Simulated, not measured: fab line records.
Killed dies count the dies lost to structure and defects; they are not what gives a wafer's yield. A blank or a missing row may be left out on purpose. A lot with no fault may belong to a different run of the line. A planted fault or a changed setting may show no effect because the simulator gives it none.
Chamber matching ; flow rit cmos ; RIT_GATE_ETCH_19 on rie si-01: 4 sister chambers
The step etches poly-Si in SF6/CHF3/O2, stops on SiO2, time 165 s, target depth 312.5 nm. 8 wafers are shown with their chamber, then 7 later ones without.

## EACH WAFER AND ITS CHAMBER
wafer;chamber;throttle valve pct (%);drypump motor current A (A)
L740.4;3;10.33;5.5
L742.1;2;10.05;5.8
L742.6;3;10.34;5.5
L746.2;2;10.07;5.9
L746.3;1;10.23;5.8
L746.4;0;10.17;5.7
L748.1;1;10.25;5.8
L748.2;0;10.16;5.7

## WAFERS WITHOUT THEIR CHAMBER
wafer;throttle valve pct (%);drypump motor current A (A)
L748.6;10.05;5.8
L756.1;10.32;5.5
L756.4;10.33;5.5
L756.6;10.25;5.7
L758.1;10.32;5.5
L758.3;10.25;5.8
L758.4;10.25;5.8

## WHICH CHAMBER EACH ONE RAN IN
wafer;from the rows above;in truth
L748.6;2;2
L756.1;3;3
L756.4;3;3
L756.6;1;1
L758.1;3;3
L758.3;1;1
L758.4;1;1
Correctly placed: 7 of 7. From these rows, 0 cannot be placed. Number placed wrongly: 0.
How it was worked out, from the rows above alone: a wafer's distance from a chamber is the root of the sum, over the readings, of the square of ((its reading less the chamber's mean) divided by the reading's scatter). If the next closest chamber is less than 2 further off than the closest, the wafer can't be placed; otherwise it belongs to the closest. Each chamber's mean is taken over the wafers shown for it. The scatter: take each reading less its chamber's mean, square it, sum over the shown wafers, divide by the number of wafers less the number of chambers, and take the root.
